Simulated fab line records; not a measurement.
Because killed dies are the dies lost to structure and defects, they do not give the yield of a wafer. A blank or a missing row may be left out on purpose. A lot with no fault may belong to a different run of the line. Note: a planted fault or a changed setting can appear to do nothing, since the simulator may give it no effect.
8D (eight disciplines) problem report, filled in by code + flow berkeleyCmos170 + the parts of the form that need people (team, actions taken, sign-off) are left out

## 1. THE PROBLEM
Across 6 wafers from 2 lots, SPACER_TEOS_THK at UCB170_SPACER_THK_MEAS_01 averages 400 nm, while fault-free wafers read 376 nm with a standard deviation of 4. Relative to the usual mean, that is a shift of +6.0 standard deviations.
Earliest sighting: wafer L786.2 on filmMetro-03 at day 11 15:38. At this step, 42 wafers from 14 lots have a number in the record. The rule behind "out" and "out of limits": a value lying over 4 standard deviations away from the usual mean. The other wafers with a number count as sound.

## 2. WHAT THIS IS AND IS NOT
| question                    | is                         | is not                                                                 |
|-----------------------------|----------------------------|------------------------------------------------------------------------|
| which readings at this step | SPACER_TEOS_THK            | -                                                                      |
| which lots                  | L786, L788                 | L766, L767, L768, L770, L771, L774, L775, L776, L777, L778, L781, L783 |
| which wafers of those lots  | all that have a number     | -                                                                      |
| read on which gauges        | filmMetro-03, filmMetro-04 | filmMetro-02                                                           |
| when                        | from day 11 15:38          | up to then (36 sound wafers)                                           |

## 3. SUSPECTS, AND WHAT RULES EACH OUT
Counting: any tool at a process step up to the reading is kept as a suspect provided that every lot that is out went through it and no sound lot did after the first of them.
- the gauge at UCB170_SPACER_THK_MEAS_01 has been ruled out. Those wafers that are out were read across 2 gauges (filmMetro-03, filmMetro-04).
- pecvd-02 at UCB170_SPACER_CVD_00 (deposits SiO2 from TEOS/O2, target thk 376 nm, time 47 s): kept. Every lot that is out went through it, starting with L786 (day 11 15:35), and after that it ran no sound lot; the last sound lot it ran before then is L781 (day 11 00:34).
The count leaves pecvd-02 at UCB170_SPACER_CVD_00.

## 4. THE CAUSE (what the simulator had put in)
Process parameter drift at UCB170_SPACER_CVD_00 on pecvd-02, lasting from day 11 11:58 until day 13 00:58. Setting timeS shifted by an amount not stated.
This tool alone remained once counting was done.

## 5. SEQUENCE OF EFFECTS, ordered by route
Each row: a reading where the mean over the struck wafers with a number is more than 3 standard deviations away from the usual. Readings are gone through only where the record gives a usual standard deviation; hours: the median, over the lots, of the time from a lot's start at the first step in this table giving one to that lot's start at this step; sigmas: the change measured in usual standard deviations.
| hours | step                      | reading         | usual      | on struck wafers | change | sigmas |
|-------|---------------------------|-----------------|------------|------------------|--------|--------|
| 0     | UCB170_SPACER_CVD_00      | runLengthS      | 75.0 s     | 77.3             | +2.3   | +3.5   |
| 0     | UCB170_SPACER_THK_MEAS_01 | SPACER_TEOS_THK | 376 nm     | 400              | +24    | +6.0   |
| 7     | UCB170_SPACER_ETCHBACK_03 | oesProductAu    | 0.904 a.u. | 0.951            | +0.047 | +3.6   |
Here are the process steps it includes:
- UCB170_SPACER_CVD_00: deposits SiO2 from TEOS/O2, target thk 376 nm, time 47 s.
- UCB170_SPACER_ETCHBACK_03: etches SiO2 in CHF3/CF4/Ar, stops on Si, target depth 376 nm, time 100 s.
Later steps that measure or inspect, where all struck wafers having a row at the step show a number for every such reading and not one has moved that far: UCB170_NSD_OVL_MEAS_07.

## 6. HOW IT WOULD HAVE BEEN CAUGHT EARLIER
Counted from the fault's start at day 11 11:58, it took 4 hours until the first out-of-limits reading at a measuring or inspecting step in this record, taken at day 11 15:38.
The tool's own readings at UCB170_SPACER_CVD_00 were out on some of the struck wafers (runLengthS): an alarm limit on them would have fired on those.
Of the lots that are out (2), L788 began UCB170_SPACER_CVD_00 on pecvd-02 after day 11 15:38. It would have been spared by a hold on the tool at that moment.
